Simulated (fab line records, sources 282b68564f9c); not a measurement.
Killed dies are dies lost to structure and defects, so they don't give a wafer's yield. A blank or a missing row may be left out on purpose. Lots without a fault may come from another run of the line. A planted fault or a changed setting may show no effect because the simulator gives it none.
fab line records | flow rit_cmos
record lots=7 wafers=21 last_day=7
route steps=202 shown GATE@83 M1@202
lots that met no fault: from a run of the same line without faults
start_h: hours from the record's first day to the start of the lot's first wafer shown | wait_h: hours since the lot's step before | " the same as in the row above | L1.1+2: a row that stands for several wafers | - no value, or no start given | * or withheld: withheld | < > ~ a bound
route shown NAME@n: a module of which the file shows steps, and the number in the route of the first | usual: mean/standard deviation of fault-free wafers | same: alike in all rows | chamber/n: place in a boat | sites: the reading at each site | _std_site: their standard deviation | _edge_site: outer sites' mean less inner sites' | radius_mm: how far each site lies from the wafer's centre | mask NAME#n: copy n | behind: the tool/chamber that last shaped the wafer | hold: why the lot was held/for how many hours/how that ended | device: the transistor (n, p or np) that didn't switch | end of line: the same wafers' tests at the end of the route | a step without rows: its recipe alone | killed: dies lost to structure and defects at the first sort, not the wafer's yield | map: a wafer's dies, x killed, . not, _ none there
set.NAME: the setting as run; set.NAME@STEP: as run at that earlier step | model.NAME: the simulator's own value behind a step, which no gauge read
lots at some steps of the route; a table a step, a row a wafer
services: from which hour (start_h, from the record's first day; less than 0 if before it) a tool's chamber was out of use, for how many hours, and why
## steps
# step RIT_GATE_THK_MEAS_07
# recipe reads=SiO2_of_GATE_OXIDATION_05
# usual GATE_OXIDE_THK=3.00/0.062
# columns lot.wafer tool chamber start_h wait_h GATE_OXIDE_THK[nm]
L628.2 film_metro-03 - 53.39 0.0 3.13
L628.3 " - " " 3.04
L628.5 " - " " 3.10
L636.2 film_metro-01 - 88.97 0.0 2.98
L636.3 " - " " 2.98
L636.4 " - " " 2.98
L637.1 film_metro-04 - 93.75 0.0 2.85
L637.3 " - " " 2.98
L637.6 " - " " 2.80
L640.3 film_metro-03 - 108.34 0.0 2.97
L640.5 " - " " 2.92
L640.6 " - " " 3.00
L642.2 film_metro-01 - 118.11 0.0 3.04
L642.4 " - " " 2.98
L642.6 " - " " 3.05
L644.2 film_metro-01 - 129.07 0.0 3.00
L644.3 " - " " 3.11
L644.4 " - " " 3.03
L647.3 film_metro-04 - 143.30 0.0 3.01
L647.4 " - " " 2.90
L647.5 " - " " 2.93
# step RIT_GATE_CVD_08
# recipe material=poly-Si target_thk_nm=250 temp_c=610 precursor=SiH4 time_s=2220 pressure_mtorr=300 sih4_flow_sccm=100
# step RIT_GATE_THK_MEAS_09
# recipe reads=poly-Si_of_GATE_CVD_08
# usual GATE_POLY_THK=249.5/2.3
# columns lot.wafer tool chamber start_h wait_h GATE_POLY_THK[nm]
L628.2 film_metro-04 - 55.06 0.0 248.8
L628.3 " - " " 245.4
L628.5 " - " " 246.0
L636.2 film_metro-01 - 90.65 0.0 248.5
L636.3 " - " " 246.8
L636.4 " - " " 247.6
L637.1 film_metro-01 - 97.44 0.0 252.3
L637.3 " - " " 254.2
L637.6 " - " " 251.1
L640.3 film_metro-04 - 110.02 0.0 252.3
L640.5 " - " " 248.6
L640.6 " - " " 250.7
L642.2 film_metro-03 - 119.78 0.0 251.1
L642.4 " - " " 250.5
L642.6 " - " " 249.5
L644.2 film_metro-03 - 130.74 0.0 249.5
L644.3 " - " " 250.1
L644.4 " - " " 247.6
L647.3 film_metro-03 - 144.98 0.0 247.6
L647.4 " - " " 248.7
L647.5 " - " " 249.5
# step RIT_GATE_HMDS_10
# recipe prime_time_s=60 prime_temp_c=140
# step RIT_GATE_COAT_11
# recipe resist=NOVOLAK spin_rpm=4250 resist_thk_nm=850
# step RIT_GATE_SOFTBAKE_12
# recipe resist=NOVOLAK temp_c=90 time_s=60
# step RIT_GATE_EXPOSE_13
# recipe mask_id=M6 na=0.6 source_shape=conventional sigma_outer=0.6 target_cd_nm=150 dose_mj=380
# step RIT_GATE_PEB_14
# recipe resist=NOVOLAK temp_c=withheld time_s=withheld
# step RIT_GATE_DEVELOP_15
# recipe resist=NOVOLAK develop_time_s=50 dev_temp_c=23
# step RIT_GATE_CD_MEAS_16
# recipe target_cd_nm=150
# usual cd_nm=150.0/1.9
# columns lot.wafer tool chamber start_h wait_h cd_nm
L628.2 cd_sem-01 - 56.15 - 152.3
L628.3 " - " " 150.3
L628.5 " - " " 150.7
L636.2 cd_sem-01 - 91.57 - 147.6
L636.3 " - " " 148.3
L636.4 " - " " 147.6
L637.1 cd_sem-02 - 98.43 - 149.6
L637.3 " - " " 147.0
L637.6 " - " " 145.1
L640.3 cd_sem-01 - 111.20 - 152.1
L640.5 " - " " 152.6
L640.6 " - " " 153.1
L642.2 cd_sem-01 - 120.92 - 151.1
L642.4 " - " " 148.3
L642.6 " - " " 149.5
L644.2 cd_sem-02 - 131.79 - 147.7
L644.3 " - " " 149.3
L644.4 " - " " 148.7
L647.3 cd_sem-02 - 145.91 - 150.4
L647.4 " - " " 149.5
L647.5 " - " " 147.4
# step RIT_GATE_OVL_MEAS_17
# usual GATE_OVL=-0.9/1.4
# columns lot.wafer tool chamber start_h wait_h GATE_OVL[nm]
L628.2 overlay-02 - 56.25 0.1 -2.4
L628.3 " - " " -0.8
L628.5 " - " " -2.6
L636.2 overlay-01 - 91.68 0.1 1.1
L636.3 " - " " -1.4
L636.4 " - " " -0.8
L637.1 overlay-01 - 98.55 0.1 -0.2
L637.3 " - " " 0.9
L637.6 " - " " 0.6
L640.3 overlay-02 - 111.29 0.1 -2.2
L640.5 " - " " -3.9
L640.6 " - " " -1.9
L642.2 overlay-01 - 121.03 0.1 -0.2
L642.4 " - " " -1.5
L642.6 " - " " -0.6
L644.2 overlay-01 - 131.90 0.1 0.4
L644.3 " - " " -0.1
L644.4 " - " " -0.7
L647.3 overlay-01 - 146.00 0.1 -4.5
L647.4 " - " " -2.7
L647.5 " - " " -3.1
# step RIT_GATE_HARDBAKE_18
# recipe resist=NOVOLAK temp_c=140 time_s=60
# step RIT_GATE_ETCH_19
# recipe chemistry=SF6/CHF3/O2 time_s=165 SF6_flow_sccm=30 CHF3_flow_sccm=30 O2_flow_sccm=5 target=poly-Si pressure_mtorr=40 rf_w=160 target_depth_a=3125 over_etch_frac=0.25 stop_on=SiO2
# usual drypump_motor_current_A=5.8/0.53 oes_product_au=0.850/0.015 over_etch_frac=0.25/0 throttle_valve_pct=10.19/0.16
# columns lot.wafer tool chamber start_h wait_h drypump_motor_current_A oes_product_au over_etch_frac rf_hours_counter_h throttle_valve_pct
L628.2 rie_si-02 1 56.52 0.1 6.0 0.861 0.25 1 9.92
L628.3 " 0 " " 5.1 0.838 0.25 2 10.21
L628.5 " 1 " " 6.0 0.865 0.25 - 9.92
L636.2 rie_si-02 1 91.86 0.1 6.0 0.873 0.25 2 9.92
L636.3 " 2 " " 6.3 0.856 0.25 35 10.01
L636.4 " 0 " " 5.1 0.841 0.25 2 10.22
L637.1 rie_si-01 3 98.74 0.1 5.0 0.844 0.25 121 10.10
L637.3 " 1 " " 6.1 0.869 0.25 2 10.45
L637.6 " 2 " " 5.3 0.865 0.25 - 10.27
L640.3 rie_si-02 1 111.46 0.1 6.0 0.890 0.20628 2 9.91
L640.5 " 0 " " 5.1 0.872 0.20628 - 10.21
L640.6 " 1 " " 6.0 0.893 0.20628 - 9.91
L642.2 rie_si-02 0 121.31 0.1 5.1 0.876 0.20628 3 10.21
L642.4 " 3 " " 6.1 0.848 0.20628 94 10.34
L642.6 " 1 " " 6.0 0.888 0.20628 - 9.90
L644.2 rie_si-02 1 132.08 0.1 6.0 0.891 0.20628 2 9.91
L644.3 " 3 " " 6.1 0.846 0.20628 94 10.33
L644.4 " 0 " " 5.1 0.867 0.20628 3 10.21
L647.3 rie_si-01 2 146.17 0.1 5.3 0.853 0.25 45 10.27
L647.4 " 3 " " 5.0 0.840 0.25 121 10.10
L647.5 " 1 " " 6.1 0.864 0.25 - 10.44
# step RIT_GATE_STRIP_20
# recipe chemistry=O2 time_s=180 resist=NOVOLAK platen_temp_c=withheld power_w=500 pressure_mtorr=4000 o2_flow_sccm=4000
# usual drypump_motor_current_A=5.6/0.45 o2_flow_sccm=3997/12
# columns lot.wafer tool chamber start_h wait_h drypump_motor_current_A o2_flow_sccm rf_hours_counter_h
L628.2 plasma_asher-04 0 56.63 0.1 5.9 3995 40
L628.3 " 0 " " 5.9 3979 -
L628.5 " 1 " " 5.6 3988 -
L636.2 plasma_asher-03 0 91.97 0.1 5.8 4008 47
L636.3 " 0 " " 5.8 4004 -
L636.4 " 1 " " 4.8 3998 -
L637.1 plasma_asher-04 0 98.84 0.1 5.9 3989 44
L637.3 " 1 " " 5.7 3982 -
L637.6 " 1 " " 5.7 4015 -
L640.3 plasma_asher-02 1 111.63 0.1 4.9 3986 -
L640.5 " 1 " " 4.9 3979 -
L640.6 " 0 " " 6.1 3999 -
L642.2 plasma_asher-02 1 121.42 0.1 4.9 4004 32
L642.4 " 0 " " 6.1 4017 -
L642.6 " 0 " " 6.1 4010 -
L644.2 plasma_asher-04 0 132.19 0.1 5.9 4004 1
L644.3 " 0 " " 5.9 4010 -
L644.4 " 1 " " 5.7 3964 -
L647.3 plasma_asher-02 1 146.34 0.1 4.9 3998 -
L647.4 " 0 " " 6.1 3994 -
L647.5 " 0 " " 6.1 4010 -
# step RIT_M1_PROBE_99
# usual killed_at_contacts=0.1/0.32 killed_at_front_end=7/3 killed_dies=7/3 killed_open=3.4/2.2 killed_short=3.3/1.8
# same gross_dies=264 killed_at_M0_to_M3=0 killed_at_M4_up=0 killed_at_back_side=0 killed_at_other=0
# columns lot.wafer tool chamber start_h wait_h killed_at_contacts killed_at_front_end killed_dies killed_open killed_short model.etest.poly_comb_over_steps.leak_log10_a_um
L628.2 prober-02 - 76.34 0.1 0 5 5 3 2 -12.78
L628.3 prober-02 - 76.39 0.2 0 3 3 0 3 -12.74
L628.5 prober-02 - 76.49 0.2 1 3 4 1 3 -12.65
L636.2 prober-02 - 111.62 0.1 0 3 3 0 3 -12.81
L636.3 prober-02 - 111.67 0.2 0 6 6 4 2 -12.75
L636.4 prober-02 - 111.72 0.2 0 3 3 1 2 -12.75
L637.1 prober-01 - 119.51 0.1 0 9 9 6 3 -12.77
L637.3 prober-01 - 119.61 0.2 0 10 10 7 3 -12.76
L637.6 prober-01 - 119.76 0.2 0 9 9 4 5 -12.88
L640.3 prober-02 - 131.83 0.2 0 3 3 2 1 -12.17
L640.5 prober-02 - 131.93 0.2 0 7 7 4 3 -12.32
L640.6 prober-02 - 131.98 0.2 0 4 4 3 1 -11.92
L642.2 prober-02 - 142.13 0.1 0 9 9 5 4 -12.23
L642.4 prober-02 - 142.23 0.2 0 12 12 6 6 -12.13
L642.6 prober-02 - 142.33 0.2 0 5 5 1 4 -12.37
L644.2 prober-02 - 152.79 0.1 0 6 6 3 3 -12.61
L644.3 prober-02 - 152.84 0.2 0 6 6 4 2 -12.45
L644.4 prober-02 - 152.89 0.2 1 7 8 5 3 -12.87
L647.3 prober-01 - 165.86 0.2 0 5 5 2 3 -12.48
L647.4 prober-01 - 165.91 0.2 0 9 9 4 5 -12.88
L647.5 prober-01 - 165.96 0.2 0 6 6 2 4 -12.77
# killed by level:class
L628.2 FOX1:geometric_particle:short=1 GATE:geometric_particle:open=1 REOX:geometric_particle:short=1 SPACER:geometric_particle:open=1 SILICIDE:geometric_particle:open=1
L628.3 FOX1:geometric_particle:short=1 GATE:geometric_particle:short=1 SPACER:geometric_particle:short=1
L628.5 FOX2:geometric_particle:short=1 GATE:geometric_particle:short=1 SPACER:geometric_particle:short=1 CONTACT:geometric_particle:open=1
L636.2 GATE:geometric_particle:short=1 REOX:geometric_particle:short=1 SPACER:geometric_particle:short=1
L636.3 GATE:geometric_particle:open=2 FOX1:geometric_particle:open=1 FOX1:geometric_particle:short=1 FOX2:geometric_particle:short=1 REOX:geometric_particle:open=1
L636.4 GATE:geometric_particle:short=2 SPACER:geometric_particle:open=1
L637.1 FOX2:geometric_particle:open=3 GATE:geometric_particle:short=3 GATE:geometric_particle:open=2 FOX1:geometric_particle:open=1
L637.3 FOX2:geometric_particle:open=3 SILICIDE:geometric_particle:open=2 FOX1:geometric_particle:short=1 FOX2:geometric_particle:short=1 GATE:geometric_particle:open=1 GATE:geometric_particle:short=1 SPACER:geometric_particle:open=1
L637.6 GATE:geometric_particle:short=4 SILICIDE:geometric_particle:open=2 REOX:geometric_particle:short=1 FOX1:geometric_particle:open=1 GATE:geometric_particle:open=1
L640.3 GATE:geometric_particle:open=1 SPACER:geometric_particle:short=1 SILICIDE:geometric_particle:open=1
L640.5 REOX:geometric_particle:open=2 FOX1:geometric_particle:short=1 FOX1:geometric_particle:open=1 FOX2:geometric_particle:short=1 SPACER:geometric_particle:open=1 SPACER:geometric_particle:short=1
L640.6 GATE:geometric_particle:open=2 GATE:geometric_particle:short=1 REOX:geometric_particle:open=1
L642.2 FOX1:geometric_particle:short=2 FOX2:geometric_particle:open=2 FOX1:geometric_particle:open=1 GATE:geometric_particle:open=1 GATE:geometric_particle:short=1 REOX:geometric_particle:short=1 SPACER:geometric_particle:open=1
L642.4 GATE:geometric_particle:open=5 GATE:geometric_particle:short=3 SILICIDE:geometric_particle:short=2 SPACER:geometric_particle:short=1 SILICIDE:geometric_particle:open=1
L642.6 GATE:geometric_particle:short=2 FOX1:geometric_particle:short=1 GATE:geometric_particle:open=1 REOX:geometric_particle:short=1
L644.2 FOX2:geometric_particle:open=2 FOX2:geometric_particle:short=1 GATE:geometric_particle:short=1 REOX:geometric_particle:open=1 SPACER:geometric_particle:short=1
L644.3 GATE:geometric_particle:open=3 FOX2:geometric_particle:short=1 GATE:geometric_particle:short=1 SILICIDE:geometric_particle:open=1
L644.4 FOX1:geometric_particle:open=1 FOX2:geometric_particle:open=1 FOX2:geometric_particle:short=1 REOX:geometric_particle:short=1 SPACER:geometric_particle:short=1 SPACER:geometric_particle:open=1 SILICIDE:geometric_particle:open=1 CONTACT:geometric_particle:open=1
L647.3 FOX1:geometric_particle:short=3 FOX1:geometric_particle:open=1 GATE:geometric_particle:open=1
L647.4 REOX:geometric_particle:open=2 SILICIDE:geometric_particle:short=2 FOX1:geometric_particle:open=1 FOX1:geometric_particle:short=1 GATE:geometric_particle:short=1 REOX:geometric_particle:short=1 SILICIDE:geometric_particle:open=1
L647.5 GATE:geometric_particle:short=2 REOX:geometric_particle:short=1 SPACER:geometric_particle:open=1 SILICIDE:geometric_particle:open=1 SILICIDE:geometric_particle:short=1
## services
# columns tool chamber start_h hours kind
rie_si-01 - 83.80 2.8 pm
rie_si-01 - 100.07 0.5 repair
rie_si-01 - 105.78 0.1 repair
plasma_asher-04 - 108.75 9.0 pm
plasma_asher-04 0 108.75 9.0 vent_cycle
plasma_asher-04 1 108.75 9.0 vent_cycle
plasma_asher-04 0 117.75 - clean
plasma_asher-04 1 117.75 - clean
plasma_asher-03 - 145.22 4.3 pm
## key
first_sign step=RIT_GATE_ETCH_19 reading=over_etch_frac direction=down sigmas=99+ usual=0.25 struck=0.20628
effect step=RIT_GATE_ETCH_19 reading=oes_product_au direction=up sigmas=1.6 usual=0.850 struck=0.875
model_effect step=RIT_M1_PROBE_99 value=etest.poly_comb_over_steps.leak_log10_a_um without=-12.78 struck=-12.34
met_at RIT_GATE_ETCH_19
struck_wafers L640.3,L640.5,L640.6,L642.2,L642.4,L642.6,L644.2,L644.3,L644.4
tester_left_out L640,L642,L644
onset_between 91.86 111.46
fault kind=process_parameter_drift tool=rie_si-02 chamber=- onset_h=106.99 steps=RIT_GATE_ETCH_19 channel=over_etch_frac offset=-0.043725 shape=step end_h=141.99 stated=0.25
# tester_left_out: of these lots the tester's yield and bins aren't shown, on N5 and GAA mostly nor the transistor test; their killed dies are dies lost to structure and defects alone, not to doping, threshold or leakage, so they don't give the yield
